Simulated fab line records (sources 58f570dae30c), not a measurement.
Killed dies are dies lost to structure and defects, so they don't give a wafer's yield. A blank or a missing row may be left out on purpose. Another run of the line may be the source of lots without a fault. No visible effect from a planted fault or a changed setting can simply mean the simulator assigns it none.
fab line records ; flow berkeleyCmos170
record: lots: 5; wafers: 23
route steps=331 shown NWELL@21 PWELL@39 WELLDRIVE@56 ACTIVE@76 NVT@111 PLDD@149 PSD@178 NSD@190
startH: start of the lot's first displayed wafer, in hours after the record's first day ; waitH: how many hours have passed since the lot's step before this one ; " unchanged from the row above ; L1.1+2: a single row standing in for several wafers ; - value missing, or start not given ; * or withheld: withheld ; < > ~ a bound
route shown NAME@n: NAME is a module with steps in the file, n the number in the route of the first one ; usual: the fault-free wafers' mean and standard deviation ; same: alike in all rows ; chamber/n: place in a boat ; sites: readings site by site ; _std_site: standard deviation across them ; _edge_site: inner sites' mean taken away from outer sites' mean ; radiusMm: how far each site lies from the wafer's centre ; mask NAME#n: copy n ; behind: tool/chamber where the wafer was last shaped ; hold: why the lot was held/for how many hours/how that ended ; device: which transistor (n, p or np) failed to switch ; end of line: the same wafers' tests at the end of the route ; for a step that has no rows: nothing shown but its recipe ; killed: not the wafer's yield, but the dies lost to structure and defects at the first sort ; map: shows each die of a wafer: x if killed, . if not, _ if none is there
set.NAME: the run value of the setting; set.NAME@STEP: its run value at that earlier step ; model.NAME: the simulator's own value behind a step, which no gauge read
lots run with intentionally changed settings; tables by step, rows by wafer
== steps ==
step: UCB170_NWELL_COAT_07
recipe: resist: KrF; spinRpm: 1500; resistThkNm: 900
lot.wafer;tool;chamber;startH;waitH;set.spinRpm;model.KrF_of_NWELL_COAT_07.thkNm
L075.1;lithoTrack-01;0;36.65;0.1;1582;878.3
L075.2;lithoTrack-01;0;36.65;0.1;1500;907.4
L075.3;lithoTrack-01;0;36.65;0.1;1500;903
L075.5;lithoTrack-01;0;36.65;0.1;1500;902.6
L075.6;lithoTrack-01;0;36.65;0.1;1582;880.7
L076.1+4;lithoTrack-02;0;42.89;0.1;1500;902.3
L076.3+6;lithoTrack-02;0;42.89;0.1;1601;874.5
L076.5;lithoTrack-02;0;42.89;0.1;1601;872.6
L077.2;lithoTrack-03;0;48.68;0.1;1500;904.1
L077.3;lithoTrack-03;0;48.68;0.1;1403;934.3
L077.4;lithoTrack-03;0;48.68;0.1;1500;903.9
L077.5;lithoTrack-03;0;48.68;0.1;1403;933.9
L077.6;lithoTrack-03;0;48.68;0.1;1500;906.9
L079.1;lithoTrack-01;0;59.69;0.1;1536;889.9
L079.2;lithoTrack-01;0;59.69;0.1;1500;903.1
L079.3;lithoTrack-01;0;59.69;0.1;1500;901.1
L079.5;lithoTrack-01;0;59.69;0.1;1536;890.8
L079.6;lithoTrack-01;0;59.69;0.1;1536;892.1
L084.1;lithoTrack-01;0;85.18;0.1;1500;897
L084.3;lithoTrack-01;0;85.18;0.1;1500;900.2
L084.6;lithoTrack-01;0;85.18;0.1;1500;897.3
step: UCB170_NWELL_SOFTBAKE_08
recipe: resist: KrF; tempC: 130; timeS: 60
step: UCB170_NWELL_EXPOSE_09
recipe: maskId: NWELL; targetCdNm: 3000; na: 0.5; sigmaOuter: 0.6; sourceShape: conventional; doseMj: 25
step: UCB170_NWELL_DEVELOP_11
recipe: developer: TMAH; developTimeS: 45; resist: KrF; devTempC: 21
step: UCB170_NWELL_ETCH_13
recipe: chemistry: CH3F/Ar/O2; target: Si3N4; stopOn: SiO2; CH3F_flow_sccm: 20; Ar_flow_sccm: 50; O2_flow_sccm: 7; pressureMtorr: 50; rfW: 450; targetDepthA: 2464; overEtchFrac: 0.1; timeS: 154
lot.wafer;tool;chamber;startH;waitH;set.spinRpm@NWELL_COAT_07;model.KrF_of_NWELL_COAT_07.thkNm
L075.1;rieDiel-01;2;37.50;0.0;1582;701.7
L075.2;rieDiel-01;3;37.50;0.0;1500;730.5
L075.3;rieDiel-01;1;37.50;0.0;1500;724.1
L075.5;rieDiel-01;1;37.50;0.0;1500;722.3
L075.6;rieDiel-01;2;37.50;0.0;1582;703.8
L076.1;rieDiel-04;1;44.68;0.0;1500;721.6
L076.3;rieDiel-04;2;44.68;0.0;1601;698.2
L076.4;rieDiel-04;0;44.68;0.0;1500;722.8
L076.5;rieDiel-04;0;44.68;0.0;1601;695.2
L076.6;rieDiel-04;3;44.68;0.0;1601;692.4
L077.2;rieDiel-04;2;49.71;0.0;1500;726.5
L077.3;rieDiel-04;1;49.71;0.0;1403;753.9
L077.4;rieDiel-04;1;49.71;0.0;1500;723.6
L077.5;rieDiel-04;2;49.71;0.0;1403;757.7
L077.6;rieDiel-04;0;49.71;0.0;1500;728.3
L079.1;rieDiel-03;1;60.42;0.0;1536;717
L079.2;rieDiel-03;2;60.42;0.0;1500;727.1
L079.3;rieDiel-03;0;60.42;0.0;1500;726.2
L079.5;rieDiel-03;2;60.42;0.0;1536;715.5
L079.6;rieDiel-03;3;60.42;0.0;1536;715.7
L084.1;rieDiel-01;3;86.14;0.0;1500;722.7
L084.3;rieDiel-01;2;86.14;0.0;1500;725.4
L084.6;rieDiel-01;0;86.14;0.0;1500;719.2
step: UCB170_NWELL_IMPLANT_14
recipe: species: P; doseCm2: 1e+13; energyKev: 150; tiltDeg: 7
lot.wafer;tool;chamber;startH;waitH;set.energyKev;model.implant.rpNm;model.implant.drpNm
L075.1+2+5;implanter-04;0;37.61;0.1;157.6;194.8;65.09
L075.3+6;implanter-04;0;37.61;0.1;150;185;62.72
L076.1+4+5;implanter-04;0;44.78;0.1;150;185.4;62.72
L076.3+6;implanter-04;0;44.78;0.1;144.6;178.5;60.95
L077.2+3+4+5+6;implanter-03;0;49.84;0.1;150;183.2;62.72
L079.1+2+3+5+6;implanter-03;0;60.52;0.1;150;192.7;62.72
L084.1+3+6;implanter-04;0;86.24;0.1;150;188.8;62.72
step: UCB170_NWELL_STRIP_15
recipe: chemistry: O2; powerW: 400; pressureMtorr: 3500; platenTempC: withheld; o2FlowSccm: 400; overashFraction: 0.5
usual: stripTimeToEndpointS: 18.09/0.073
lot.wafer;tool;chamber;startH;waitH;set.spinRpm@NWELL_COAT_07;stripTimeToEndpointS
L075.1;plasmaAsher-03;1;37.76;0.1;1582;17.53
L075.2;plasmaAsher-03;0;37.76;0.1;1500;18.25
L075.3;plasmaAsher-03;1;37.76;0.1;1500;18.09
L075.5;plasmaAsher-03;0;37.76;0.1;1500;18.04
L075.6;plasmaAsher-03;1;37.76;0.1;1582;17.60
L076.1;plasmaAsher-03;0;44.93;0.1;1500;18.01
L076.3;plasmaAsher-03;1;44.93;0.1;1601;17.46
L076.4;plasmaAsher-03;0;44.93;0.1;1500;18.04
L076.5;plasmaAsher-03;0;44.93;0.1;1601;17.38
L076.6;plasmaAsher-03;1;44.93;0.1;1601;17.31
L077.2;plasmaAsher-04;1;49.97;0.1;1500;18.14
L077.3;plasmaAsher-04;0;49.97;0.1;1403;18.80
L077.4;plasmaAsher-04;1;49.97;0.1;1500;18.07
L077.5;plasmaAsher-04;0;49.97;0.1;1403;18.87
L077.6;plasmaAsher-04;1;49.97;0.1;1500;18.20
L079.1;plasmaAsher-02;0;60.67;0.1;1536;17.88
L079.2;plasmaAsher-02;1;60.67;0.1;1500;18.14
L079.3;plasmaAsher-02;1;60.67;0.1;1500;18.11
L079.5;plasmaAsher-02;1;60.67;0.1;1536;17.87
L079.6;plasmaAsher-02;0;60.67;0.1;1536;17.88
L084.1;plasmaAsher-04;1;86.39;0.1;1500;18.04
L084.3;plasmaAsher-04;1;86.39;0.1;1500;18.10
L084.6;plasmaAsher-04;1;86.39;0.1;1500;17.95
step: UCB170_PWELL_CVD_05
recipe: material: Si3N4; targetThkNm: 220; tempC: 800; precursor: SiH2Cl2/NH3; timeS: 3300; pressureMtorr: 200; sih2cl2FlowSccm: 25; nh3FlowSccm: 75
lot.wafer;tool;chamber;startH;waitH;set.pressureMtorr;model.Si3N4_of_PWELL_CVD_05.thkNm
L075.1;-;-;-;0.5;170.6;207.4
L075.2+5;-;-;-;0.5;170.6;208.1
L075.3;-;-;-;0.5;170.6;209.3
L075.6;-;-;-;0.5;170.6;210.5
L076.1;-;-;-;0.0;200;224.1
L076.3;-;-;-;0.0;200;222.8
L076.4;-;-;-;0.0;200;223.4
L076.5;-;-;-;0.0;200;223.2
L076.6;-;-;-;0.0;200;224.8
L077.2;-;-;-;0.0;219.9;225.8
L077.3;-;-;-;0.0;219.9;227.1
L077.4;-;-;-;0.0;219.9;228.4
L077.5;-;-;-;0.0;219.9;226.3
L077.6;-;-;-;0.0;219.9;227.2
L079.1;-;-;-;0.0;200;220.8
L079.2;-;-;-;0.0;200;219.9
L079.3;-;-;-;0.0;200;220.5
L079.5;-;-;-;0.0;200;220
L079.6;-;-;-;0.0;200;221.6
L084.1;lpcvd-02;0;100.28;0.0;200;220.8
L084.3;lpcvd-02;0;100.28;0.0;200;219.1
L084.6;lpcvd-02;0;100.28;0.0;200;219.5
step: UCB170_PWELL_THK_MEAS_06
recipe: reads: Si3N4_of_PWELL_CVD_05
usual: PWELL_NITRIDE_THK: 220.7/2.5
lot.wafer;tool;chamber;startH;waitH;set.pressureMtorr@PWELL_CVD_05;PWELL_NITRIDE_THK[nm]
L075.1;filmMetro-02;-;-;-;170.6;207.5
L075.2;filmMetro-02;-;-;-;170.6;208.1
L075.3;filmMetro-02;-;-;-;170.6;209.4
L075.5;filmMetro-02;-;-;-;170.6;208.0
L075.6;filmMetro-02;-;-;-;170.6;210.6
L076.1;filmMetro-04;-;-;-;200;224.0
L076.3;filmMetro-04;-;-;-;200;222.6
L076.4;filmMetro-04;-;-;-;200;223.1
L076.5;filmMetro-04;-;-;-;200;223.3
L076.6;filmMetro-04;-;-;-;200;224.7
L077.2;filmMetro-01;-;-;-;219.9;225.8
L077.3;filmMetro-01;-;-;-;219.9;227.0
L077.4;filmMetro-01;-;-;-;219.9;228.4
L077.5;filmMetro-01;-;-;-;219.9;226.3
L077.6;filmMetro-01;-;-;-;219.9;227.1
L079.1;filmMetro-01;-;-;-;200;220.8
L079.2;filmMetro-01;-;-;-;200;220.0
L079.3;filmMetro-01;-;-;-;200;220.5
L079.5;filmMetro-01;-;-;-;200;220.0
L079.6;filmMetro-01;-;-;-;200;221.8
L084.1;filmMetro-01;-;102.19;0.0;200;220.8
L084.3;filmMetro-01;-;102.19;0.0;200;219.0
L084.6;filmMetro-01;-;102.19;0.0;200;219.6
step: UCB170_PWELL_HMDS_07
recipe: primeTimeS: 60; primeTempC: 100
step: UCB170_PWELL_COAT_08
recipe: resist: KrF; spinRpm: 1500; resistThkNm: 900
step: UCB170_PWELL_DEVELOP_12
recipe: developer: TMAH; developTimeS: 45; resist: KrF; devTempC: 21
step: UCB170_PWELL_ETCH_14
recipe: chemistry: CH3F/Ar/O2; target: Si3N4; stopOn: SiO2; CH3F_flow_sccm: 20; Ar_flow_sccm: 50; O2_flow_sccm: 7; pressureMtorr: 50; rfW: 450; targetDepthA: 2420; overEtchFrac: 0.1; timeS: 151
lot.wafer;tool;chamber;startH;waitH;set.pressureMtorr@PWELL_CVD_05;model.etch.depthNm
L075.1+2+3+5;rieDiel-01;1,2,3,0;64.33;0.0;170.6;-
L075.6;rieDiel-01;1;64.33;0.0;170.6;210.5
L076.1+3+5+6;rieDiel-02;1,2,3,2;70.65;0.0;200;-
L076.4;rieDiel-02;3;70.65;0.0;200;223.4
L077.2+3+4;rieDiel-01;0,3,1;71.37;0.0;219.9;-
L077.5;rieDiel-01;1;71.37;0.0;219.9;226.3
L077.6;rieDiel-01;0;71.37;0.0;219.9;227.2
L079.1;rieDiel-04;0;80.20;0.0;200;220.8
L079.2;rieDiel-04;1;80.20;0.0;200;219.9
L079.3;rieDiel-04;2;80.20;0.0;200;220.5
L079.5;rieDiel-04;0;80.20;0.0;200;220
L079.6;rieDiel-04;1;80.20;0.0;200;221.6
L084.1;rieDiel-04;2;103.74;0.0;200;220.8
L084.3;rieDiel-04;0;103.74;0.0;200;219.1
L084.6;rieDiel-04;1;103.74;0.0;200;219.5
step: UCB170_PWELL_IMPLANT_15
recipe: species: B; doseCm2: 5e+12; energyKev: 60; tiltDeg: 7
lot.wafer;tool;chamber;startH;waitH;set.doseCm2
L075.1+2;implanter-03;0;64.43;0.1;5e+12
L075.3+5+6;implanter-03;0;64.43;0.1;5.114e+12
L076.1+4+6;implanter-02;0;70.75;0.1;4.793e+12
L076.3+5;implanter-02;0;70.75;0.1;5e+12
L077.2+5+6;implanter-01;0;71.50;0.1;5e+12
L077.3+4;implanter-01;0;71.50;0.1;4.734e+12
L079.1+3+5;implanter-03;0;80.30;0.1;4.695e+12
L079.2+6;implanter-03;0;80.30;0.1;5e+12
L084.1+3+6;implanter-02;0;103.84;0.1;5e+12
step: UCB170_PWELL_STRIP_16
recipe: chemistry: O2; powerW: 400; pressureMtorr: 3500; platenTempC: withheld; o2FlowSccm: 400; overashFraction: 0.5
step: UCB170_PWELL_TW_MEAS_17
usual: PWELL_TW: 381.3/3
lot.wafer;tool;chamber;startH;waitH;set.doseCm2@PWELL_IMPLANT_15;PWELL_TW
L075.1;filmMetro-04;-;64.68;0.1;5e+12;379.7
L075.2;filmMetro-04;-;64.68;0.1;5e+12;380.3
L075.3;filmMetro-04;-;64.68;0.1;5.114e+12;383.1
L075.5;filmMetro-04;-;64.68;0.1;5.114e+12;382.5
L075.6;filmMetro-04;-;64.68;0.1;5.114e+12;380.6
L076.1;filmMetro-02;-;71.00;0.1;4.793e+12;374.8
L076.3;filmMetro-02;-;71.00;0.1;5e+12;379.9
L076.4;filmMetro-02;-;71.00;0.1;4.793e+12;374.1
L076.5;filmMetro-02;-;71.00;0.1;5e+12;377.6
L076.6;filmMetro-02;-;71.00;0.1;4.793e+12;375.1
L077.2;filmMetro-02;-;71.73;0.1;5e+12;378.7
L077.3;filmMetro-02;-;71.73;0.1;4.734e+12;374.1
L077.4;filmMetro-02;-;71.73;0.1;4.734e+12;374.9
L077.5;filmMetro-02;-;71.73;0.1;5e+12;380.6
L077.6;filmMetro-02;-;71.73;0.1;5e+12;382.2
L079.1;filmMetro-01;-;80.55;0.1;4.695e+12;377.8
L079.2;filmMetro-01;-;80.55;0.1;5e+12;383.7
L079.3;filmMetro-01;-;80.55;0.1;4.695e+12;377.5
L079.5;filmMetro-01;-;80.55;0.1;4.695e+12;378.5
L079.6;filmMetro-01;-;80.55;0.1;5e+12;385.2
L084.1;filmMetro-02;-;104.09;0.1;5e+12;379.3
L084.3;filmMetro-02;-;104.09;0.1;5e+12;379.4
L084.6;filmMetro-02;-;104.09;0.1;5e+12;378.2
step: UCB170_WELLDRIVE_OXIDATION_01
recipe: tempC: 1100; ambient: O2; targetThkA: 1990; oxTimeS: 9000
lot.wafer;tool;chamber;startH;waitH;set.oxTimeS;model.SiO2_of_WELLDRIVE_OXIDATION_01.thkNm
L075.1;-;-;-;2.3;9000;194.9
L075.2;-;-;-;2.3;9000;193.4
L075.3;-;-;-;2.3;9000;195
L075.5;-;-;-;2.3;9000;196.1
L075.6;-;-;-;2.3;9000;193.9
L076.1;-;-;-;3.3;9000;194.8
L076.3;-;-;-;3.3;9000;202.3
L076.4;-;-;-;3.3;9000;198.5
L076.5;-;-;-;3.3;9000;197.6
L076.6;-;-;-;3.3;9000;199.5
L077.2;-;-;-;4.5;9727;207.8
L077.3;-;-;-;4.5;9727;206.5
L077.4+5;-;-;-;4.5;9727;206.4
L077.6;-;-;-;4.5;9727;204.1
L079.1;-;-;-;3.8;9726;213.3
L079.2;-;-;-;3.8;9726;209.7
L079.3;-;-;-;3.8;9726;209.3
L079.5;-;-;-;3.8;9726;210.4
L079.6;-;-;-;3.8;9726;213.6
L084.1;furnace-02;0;116.81;8.1;9000;202.5
L084.3;furnace-02;0;116.81;8.1;9000;200.4
L084.6;furnace-02;0;116.81;8.1;9000;204
step: UCB170_ACTIVE_STRIP_16
recipe: chemistry: O2; powerW: 400; pressureMtorr: 3500; platenTempC: withheld; o2FlowSccm: 400; overashFraction: 0.5
usual: oesProductAu: 0.721/0.0041; stripTimeToEndpointS: 18.16/0.086
lot.wafer;tool;chamber;startH;waitH;set.powerW;oesProductAu;stripTimeToEndpointS
L075.1;plasmaAsher-03;1;94.86;0.1;437.7;0.758;17.06
L075.2;plasmaAsher-03;0;94.86;0.1;400;0.723;18.26
L075.3;plasmaAsher-03;1;94.86;0.1;437.7;0.747;17.06
L075.5;plasmaAsher-03;1;94.86;0.1;437.7;0.753;17.13
L075.6;plasmaAsher-03;0;94.86;0.1;400;0.723;18.23
L076.1;plasmaAsher-04;1;107.48;0.1;400;0.718;18.10
L076.3;plasmaAsher-04;1;107.48;0.1;400;0.718;18.14
L076.4;plasmaAsher-04;0;107.48;0.1;400;0.714;18.11
L076.5;plasmaAsher-04;0;107.48;0.1;400;0.716;18.13
L076.6;plasmaAsher-04;1;107.48;0.1;400;0.727;18.05
L077.2;plasmaAsher-03;0;112.79;0.1;400;0.723;18.31
L077.3;plasmaAsher-03;1;112.79;0.1;352.4;0.681;19.98
L077.4;plasmaAsher-03;0;112.79;0.1;352.4;0.675;19.96
L077.5;plasmaAsher-03;1;112.79;0.1;352.4;0.677;20.11
L077.6;plasmaAsher-03;0;112.79;0.1;400;0.723;18.16
L079.1;plasmaAsher-01;0;112.90;0.1;400;0.716;18.08
L079.2;plasmaAsher-01;1;112.90;0.1;430.8;0.754;17.03
L079.3;plasmaAsher-01;1;112.90;0.1;400;0.716;18.06
L079.5;plasmaAsher-01;0;112.90;0.1;430.8;0.744;17.08
L079.6;plasmaAsher-01;1;112.90;0.1;430.8;0.749;17.06
L084.1;plasmaAsher-01;0;153.34;0.1;400;0.713;18.26
L084.3;plasmaAsher-01;0;153.34;0.1;400;0.717;18.24
L084.6;plasmaAsher-01;0;153.34;0.1;400;0.719;18.24
step: UCB170_NVT_IMPLANT_07
recipe: species: BF2; doseCm2: 3e+12; energyKev: 50; tiltDeg: 7
lot.wafer;tool;chamber;startH;waitH;set.energyKev;model.implant.rpNm;model.implant.drpNm
L075.1+2+3;implanter-02;0;149.74;0.0;50;36.59;18.57
L075.5+6;implanter-02;0;149.74;0.0;50.92;37.25;18.82
L077.2+5;implanter-01;0;163.77;0.0;50;36.39;18.57
L077.3+4+6;implanter-01;0;163.77;0.0;51.66;37.59;19.01
L079.1+5+6;implanter-01;0;163.98;0.0;51.55;37.51;18.98
L079.2+3;implanter-01;0;163.98;0.0;50;36.39;18.57
L076.1+5;implanter-02;0;164.33;0.0;50;38.45;18.57
L076.3+4+6;implanter-02;0;164.33;0.0;47.92;36.87;18.01
L084.1+3+6;implanter-02;0;192.63;0.0;50;38.58;18.57
step: UCB170_PLDD_PEB_04
recipe: pebTempC: 130; pebTimeS: withheld; resist: KrF
lot.wafer;tool;chamber;startH;waitH;set.pebTempC
L075.1+5;lithoTrack-04;0;168.03;0.1;130
L075.2+3+6;lithoTrack-04;0;168.03;0.1;126.8
L077.2+3+4+5+6;lithoTrack-04;0;186.03;0.8;130
L079.1+3+5;lithoTrack-03;0;186.67;0.9;130
L079.2+6;lithoTrack-03;0;186.67;0.9;131.5
L076.1+3;lithoTrack-04;0;186.83;0.9;133.3
L076.4+5+6;lithoTrack-04;0;186.83;0.9;130
L084.1+3+6;lithoTrack-04;0;214.90;0.5;130
step: UCB170_PLDD_DEVELOP_05
recipe: developer: TMAH; developTimeS: 45; resist: KrF; devTempC: 21
step: UCB170_PLDD_CD_MEAS_06
recipe: targetCdNm: 1200
usual: cdNm: 1200.0/1.2
lot.wafer;tool;chamber;startH;waitH;set.pebTempC@PLDD_PEB_04;cdNm
L075.1;cdSem-02;-;168.31;-;130;1200.0
L075.2;cdSem-02;-;168.31;-;126.8;1173.7
L075.3;cdSem-02;-;168.31;-;126.8;1173.6
L075.5;cdSem-02;-;168.31;-;130;1199.9
L075.6;cdSem-02;-;168.31;-;126.8;1173.8
L077.2;cdSem-01;-;186.30;-;130;1202.5
L077.3;cdSem-01;-;186.30;-;130;1200.6
L077.4;cdSem-01;-;186.30;-;130;1200.1
L077.5;cdSem-01;-;186.30;-;130;1200.0
L077.6;cdSem-01;-;186.30;-;130;1200.9
L079.1;cdSem-02;-;186.94;-;130;1200.0
L079.2;cdSem-02;-;186.94;-;131.5;1209.5
L079.3;cdSem-02;-;186.94;-;130;1200.7
L079.5;cdSem-02;-;186.94;-;130;1200.1
L079.6;cdSem-02;-;186.94;-;131.5;1210.4
L076.1;cdSem-01;-;187.11;-;133.3;1218.8
L076.3;cdSem-01;-;187.11;-;133.3;1219.3
L076.4;cdSem-01;-;187.11;-;130;1199.1
L076.5;cdSem-01;-;187.11;-;130;1199.4
L076.6;cdSem-01;-;187.11;-;130;1199.4
L084.1;cdSem-01;-;215.17;-;130;1199.7
L084.3;cdSem-01;-;215.17;-;130;1198.2
L084.6;cdSem-01;-;215.17;-;130;1199.0
step: UCB170_PSD_EXPOSE_03
recipe: maskId: PSELECT_MOD; na: 0.5; sigmaOuter: 0.6; sourceShape: conventional; targetCdNm: 1200; doseMj: 30
lot.wafer;tool;chamber;startH;waitH;mask;set.doseMj
L075.1+2+3;krfScanner-02;0;181.37;0.1;PSELECT_MOD#0;29.36
L075.5+6;krfScanner-02;0;181.37;0.1;PSELECT_MOD#0;30
L077.2+6;krfScanner-01;0;196.50;0.2;PSELECT_MOD#0;30
L077.3+4+5;krfScanner-01;0;196.50;0.2;PSELECT_MOD#0;31.78
L079.1+2+3+5+6;krfScanner-01;0;196.71;0.4;PSELECT_MOD#0;30
L076.1+4+6;krfScanner-01;0;196.83;0.1;PSELECT_MOD#0;29.02
L076.3+5;krfScanner-01;0;196.83;0.1;PSELECT_MOD#0;30
L084.1+3+6;krfScanner-02;0;225.81;0.2;PSELECT_MOD#0;30
step: UCB170_PSD_PEB_04
recipe: pebTempC: 130; pebTimeS: withheld; resist: KrF
step: UCB170_PSD_DEVELOP_05
recipe: developer: TMAH; developTimeS: 45; resist: KrF; devTempC: 21
step: UCB170_PSD_CD_MEAS_06
recipe: targetCdNm: 1200
usual: cdNm: 1199.6/1.6
lot.wafer;tool;chamber;startH;waitH;set.doseMj@PSD_EXPOSE_03;cdNm
L075.1;cdSem-01;-;181.76;-;29.36;1195.1
L075.2;cdSem-01;-;181.76;-;29.36;1195.3
L075.3;cdSem-01;-;181.76;-;29.36;1195.9
L075.5;cdSem-01;-;181.76;-;30;1198.8
L075.6;cdSem-01;-;181.76;-;30;1199.0
L077.2;cdSem-02;-;197.04;-;30;1202.8
L077.3;cdSem-02;-;197.04;-;31.78;1212.4
L077.4;cdSem-02;-;197.04;-;31.78;1212.1
L077.5;cdSem-02;-;197.04;-;31.78;1212.1
L077.6;cdSem-02;-;197.04;-;30;1203.1
L079.1;cdSem-02;-;197.29;-;30;1197.3
L079.2;cdSem-02;-;197.29;-;30;1198.3
L079.3;cdSem-02;-;197.29;-;30;1199.3
L079.5;cdSem-02;-;197.29;-;30;1198.7
L079.6;cdSem-02;-;197.29;-;30;1198.7
L076.1;cdSem-01;-;197.35;-;29.02;1195.5
L076.3;cdSem-01;-;197.35;-;30;1201.3
L076.4;cdSem-01;-;197.35;-;29.02;1193.9
L076.5;cdSem-01;-;197.35;-;30;1201.1
L076.6;cdSem-01;-;197.35;-;29.02;1195.8
L084.1;cdSem-02;-;226.46;-;30;1198.7
L084.3;cdSem-02;-;226.46;-;30;1201.4
L084.6;cdSem-02;-;226.46;-;30;1201.4
step: UCB170_NSD_EXPOSE_03
recipe: maskId: NSELECT_MOD; na: 0.5; sigmaOuter: 0.6; sourceShape: conventional; targetCdNm: 1200; doseMj: 30
lot.wafer;tool;chamber;startH;waitH;mask;set.doseMj
L075.1+3+5;krfScanner-02;0;185.53;0.2;NSELECT_MOD#0;30
L075.2+6;krfScanner-02;0;185.53;0.2;NSELECT_MOD#0;32.23
L077.2+4;krfScanner-01;0;199.37;0.2;NSELECT_MOD#0;30
L077.3+5+6;krfScanner-01;0;199.37;0.2;NSELECT_MOD#0;29.34
L076.1+3+4;krfScanner-01;0;199.58;0.4;NSELECT_MOD#0;30
L076.5+6;krfScanner-01;0;199.58;0.4;NSELECT_MOD#0;29.1
L079.1+2+5;krfScanner-01;0;199.70;0.1;NSELECT_MOD#0;31.59
L079.3+6;krfScanner-01;0;199.70;0.1;NSELECT_MOD#0;30
L084.1+3+6;krfScanner-02;0;228.61;0.2;NSELECT_MOD#0;30
step: UCB170_NSD_PEB_04
recipe: pebTempC: 130; pebTimeS: withheld; resist: KrF
step: UCB170_NSD_DEVELOP_05
recipe: developer: TMAH; developTimeS: 45; resist: KrF; devTempC: 21
step: UCB170_NSD_CD_MEAS_06
recipe: targetCdNm: 1200
usual: cdNm: 1199.3/1.7
lot.wafer;tool;chamber;startH;waitH;set.doseMj@NSD_EXPOSE_03;cdNm
L075.1;cdSem-02;-;186.67;-;30;1201.1
L075.2;cdSem-02;-;186.67;-;32.23;1212.7
L075.3;cdSem-02;-;186.67;-;30;1201.0
L075.5;cdSem-02;-;186.67;-;30;1200.5
L075.6;cdSem-02;-;186.67;-;32.23;1213.8
L077.2;cdSem-01;-;199.97;-;30;1198.0
L077.3;cdSem-01;-;199.97;-;29.34;1193.5
L077.4;cdSem-01;-;199.97;-;30;1197.6
L077.5;cdSem-01;-;199.97;-;29.34;1193.5
L077.6;cdSem-01;-;199.97;-;29.34;1193.5
L076.1;cdSem-02;-;200.27;-;30;1200.0
L076.3;cdSem-02;-;200.27;-;30;1202.0
L076.4;cdSem-02;-;200.27;-;30;1200.6
L076.5;cdSem-02;-;200.27;-;29.1;1195.8
L076.6;cdSem-02;-;200.27;-;29.1;1196.4
L079.1;cdSem-01;-;200.40;-;31.59;1211.1
L079.2;cdSem-01;-;200.40;-;31.59;1210.1
L079.3;cdSem-01;-;200.40;-;30;1201.5
L079.5;cdSem-01;-;200.40;-;31.59;1209.6
L079.6;cdSem-01;-;200.40;-;30;1201.9
L084.1;cdSem-01;-;229.06;-;30;1199.7
L084.3;cdSem-01;-;229.06;-;30;1200.3
L084.6;cdSem-01;-;229.06;-;30;1198.5
== key ==
split: step: UCB170_NWELL_COAT_07; setting: spinRpm; stated: 1500; by: wafer
response: step: UCB170_NWELL_COAT_07; reading: model.KrF_of_NWELL_COAT_07.thkNm; change: -4.42; per: 1%; r: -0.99
response: step: UCB170_NWELL_ETCH_13; reading: model.KrF_of_NWELL_COAT_07.thkNm; change: -4.27; per: 1%; r: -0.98
response: step: UCB170_NWELL_STRIP_15; reading: stripTimeToEndpointS; change: *; per: 1%; r: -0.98
split: step: UCB170_NWELL_IMPLANT_14; setting: energyKev; stated: 150; by: wafer
response: step: UCB170_NWELL_IMPLANT_14; reading: model.implant.rpNm; change: +1.93; per: 1%; r: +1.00
response: step: UCB170_NWELL_IMPLANT_14; reading: model.implant.drpNm; change: +0.475; per: 1%; r: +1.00
split: step: UCB170_PWELL_CVD_05; setting: pressureMtorr; stated: 200; by: lot
response: step: UCB170_PWELL_CVD_05; reading: model.Si3N4_of_PWELL_CVD_05.thkNm; change: +0.758; per: 1%; r: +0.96
response: step: UCB170_PWELL_THK_MEAS_06; reading: PWELL_NITRIDE_THK; change: +0.754; per: 1%; r: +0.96
response: step: UCB170_PWELL_ETCH_14; reading: model.etch.depthNm; change: +0.653; per: 1%; r: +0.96
split: step: UCB170_PWELL_IMPLANT_15; setting: doseCm2; stated: 5e+12; by: wafer
response: step: UCB170_PWELL_TW_MEAS_17; reading: PWELL_TW; change: +1.07; per: 1%; r: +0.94
split: step: UCB170_WELLDRIVE_OXIDATION_01; setting: oxTimeS; stated: 9000; by: lot
response: step: UCB170_WELLDRIVE_OXIDATION_01; reading: model.SiO2_of_WELLDRIVE_OXIDATION_01.thkNm; change: +1.34; per: 1%; r: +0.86
split: step: UCB170_ACTIVE_STRIP_16; setting: powerW; stated: 400; by: wafer
response: step: UCB170_ACTIVE_STRIP_16; reading: oesProductAu; change: +0.00367; per: 1%; r: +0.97
response: step: UCB170_ACTIVE_STRIP_16; reading: stripTimeToEndpointS; change: *; per: 1%; r: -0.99
split: step: UCB170_NVT_IMPLANT_07; setting: energyKev; stated: 50; by: wafer
response: step: UCB170_NVT_IMPLANT_07; reading: model.implant.rpNm; change: +0.369; per: 1%; r: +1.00
response: step: UCB170_NVT_IMPLANT_07; reading: model.implant.drpNm; change: +0.134; per: 1%; r: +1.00
split: step: UCB170_PLDD_PEB_04; setting: pebTempC; stated: 130; by: wafer
response: step: UCB170_PLDD_CD_MEAS_06; reading: cdNm; change: +9.1; per: 1%; r: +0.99
split: step: UCB170_PSD_EXPOSE_03; setting: doseMj; stated: 30; by: wafer
response: step: UCB170_PSD_CD_MEAS_06; reading: cdNm; change: +1.64; per: 1%; r: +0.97
split: step: UCB170_NSD_EXPOSE_03; setting: doseMj; stated: 30; by: wafer
response: step: UCB170_NSD_CD_MEAS_06; reading: cdNm; change: +1.66; per: 1%; r: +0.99
